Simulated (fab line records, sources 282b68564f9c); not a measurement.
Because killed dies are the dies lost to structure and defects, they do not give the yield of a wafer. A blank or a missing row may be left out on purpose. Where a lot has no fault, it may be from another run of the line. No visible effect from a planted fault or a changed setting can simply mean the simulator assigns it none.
One fault through the eyes of 2 desks ; flow rit cmos ; every desk sees just its own numbers, and what lay behind them comes last

DESK OF THE TOOL OWNER: furnace-02
The tool's own readings at RIT_GATE_OXIDATION_05 (target thk 3 nm, ox time 270 s): means of the sampled wafers that have a number, for each lot that ran on this tool. The brackets show how far a lot's mean lies from the usual mean; more than 4 standard deviations puts the lot out of limits, marked OUT.
Columns: A = spike tc centre C at RIT_GATE_OXIDATION_05, usual 902.5 C; B = spike tc load C at RIT_GATE_OXIDATION_05, usual 925.0 C; C = spike tc source C at RIT_GATE_OXIDATION_05, usual 920 C; D = tube center temp C at RIT_GATE_OXIDATION_05, usual 900 C; E = tube_center_temp_C_max at RIT_GATE_OXIDATION_05, usual 902.3
lot;first seen here;A;B;C;D;E
L101;day 2 23:06;903.7;923.5;928;900;902.0
L103;day 3 09:32;902.3;924.3;928;900;902.6
L110;day 4 21:59;902.9;923.1;927;900;902.3
L111;day 5 02:07;902.2;924.3;927;900;902.0
L117;day 6 07:03;883.7 (-19) OUT;904.3 (-14) OUT;909;882 (-99 or more) OUT;883.7 (-46) OUT
L119;day 6 17:18;885.1 (-17) OUT;905.5 (-13) OUT;908;882 (-99 or more) OUT;884.0 (-46) OUT
Finding of this desk: L117, L119 out of limits; the first was L117 at day 6 07:03, on spike tc centre C at RIT_GATE_OXIDATION_05. L101, L103, L110, L111: within limits.

THE METROLOGY DESK
Means of the sampled wafers that have a number, per lot and without regard to the tool the lot ran on: this is what the gauges read. The brackets show how far a lot's mean lies from the usual mean; more than 4 standard deviations puts the lot out of limits, marked OUT.
Columns: A = GATE_OXIDE_THK at RIT_GATE_THK_MEAS_07, usual 3.02 nm
lot;first seen here;A
L998;day 2 10:56;3.00
L999;day 2 14:50;3.12
L100;day 2 19:22;3.03
L101;day 3 01:18;3.09
L102;day 3 05:16;2.94
L103;day 3 10:56;3.03
L107;day 4 11:37;3.00
L109;day 4 19:14;2.95
L110;day 4 23:19;3.05
L111;day 5 03:26;3.10
L112;day 5 07:31;2.93
L114;day 5 17:23;2.95
L117;day 6 08:23;2.47 (-7.4) OUT
L119;day 6 18:42;2.34 (-9.2) OUT
This desk's result: L117, L119 out of limits, first on L117 (GATE_OXIDE_THK at RIT_GATE_THK_MEAS_07), day 6 08:23. L998, L999, L100, L101, L102, L103, L107, L109, L110, L111, L112, L114: within limits.

PUT TOGETHER
At day 6 07:03, on L117, L119, the tool owner's desk was in a position to raise an alarm.
Metrology desk: alarm possible at day 6 08:23 on L117, L119.
RIT_GATE_OXIDATION_05 was run on furnace-02 by each of the lots named.

WHAT THE SIMULATOR HAD INSERTED
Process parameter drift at RIT_GATE_OXIDATION_05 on furnace-02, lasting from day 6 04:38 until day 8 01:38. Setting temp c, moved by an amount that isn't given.
Shown lots that were struck: L117, L119.
Delay (hours) between the fault's onset and each desk's first out-of-limits reading: 2 at the tool owner's desk, 4 at the metrology desk.
